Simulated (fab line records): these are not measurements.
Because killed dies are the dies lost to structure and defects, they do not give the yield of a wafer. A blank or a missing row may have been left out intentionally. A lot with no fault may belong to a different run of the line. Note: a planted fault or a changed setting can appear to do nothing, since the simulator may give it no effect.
Which tool did it? | flow berkeleyCmos170 | 7 lots with 21 wafers sampled at 3 steps, on a route of 331 steps

## WHAT THE GAUGES SHOWED, per wafer
UCB170_NSD_CD_MEAS_06: the cd target is 1200 nm.
lot  | measured     | on       | cdNm (nm)
L513 | day 6 17:47  | cdSem-02 | 1202.4 1201.9 1201.7
L516 | day 7 20:53  | cdSem-01 | 1198.9 1198.3 1198.6
L523 | day 9 10:27  | cdSem-01 | 1200.9 1200.6 1202.4
L526 | day 10 04:07 | cdSem-02 | 1198.9 1198.5 1198.5
L530 | day 10 21:30 | cdSem-02 | 1199.6 1200.3 1199.7
L534 | day 11 14:07 | cdSem-01 | 1197.5 1197.3 1196.5

## WHICH TOOL RAN EACH LOT (tool, then ch and the chambers of the sampled wafers, then the start)
lot  | UCB170_GATE_STRIP_16                | UCB170_SPACER_ETCHBACK_03
L513 | plasmaAsher-02 ch 0,1, day 6 04:50  | rieDiel-03 ch 1,2, day 6 12:37
L515 | plasmaAsher-04 ch 0,1, day 6 18:57  | rieDiel-03 ch 0,1, day 7 03:32
L516 | plasmaAsher-04 ch 0,1, day 7 06:33  | rieDiel-03 ch 0,1,2, day 7 18:21
L523 | plasmaAsher-01 ch 0,1, day 8 21:32  | rieDiel-04 ch 2,3, day 9 07:08
L526 | plasmaAsher-02 ch 0,1, day 9 17:17  | rieDiel-04 ch 0,1,3, day 10 00:35
L530 | plasmaAsher-04 ch 0,1, day 10 06:17 | rieDiel-04 ch 0,1,2, day 10 17:13
L534 | plasmaAsher-01 ch 0,1, day 10 22:03 | rieDiel-03 ch 1,2,3, day 11 07:08
- UCB170_GATE_STRIP_16: strips in O2.
- UCB170_SPACER_ETCHBACK_03: etches SiO2 in CHF3/CF4/Ar, stops on Si, target depth 376 nm, time 100 s.

## THE ANSWER, worked out from the rows above alone
Rule: what is usual is taken from the lots themselves. The widest of any qualifying gaps counts: lots, ordered by their means at a reading, are off when they make up no more than a third of the lots, leave a main group of 4 or more, and stand apart from it by 3 or more times the standard deviation of that group's means. The tables above print the reading to a certain number of digits; a main group whose means all agree to those digits is not used. Also off: a lot with no number at a reading for which 4 or more lots have one. Where the step has rows for the other lots, those lots are counted as sound.
Across all readings shown, no lot is off: no conclusion can be drawn from this.

## WHAT WAS PUT IN BY THE SIMULATOR
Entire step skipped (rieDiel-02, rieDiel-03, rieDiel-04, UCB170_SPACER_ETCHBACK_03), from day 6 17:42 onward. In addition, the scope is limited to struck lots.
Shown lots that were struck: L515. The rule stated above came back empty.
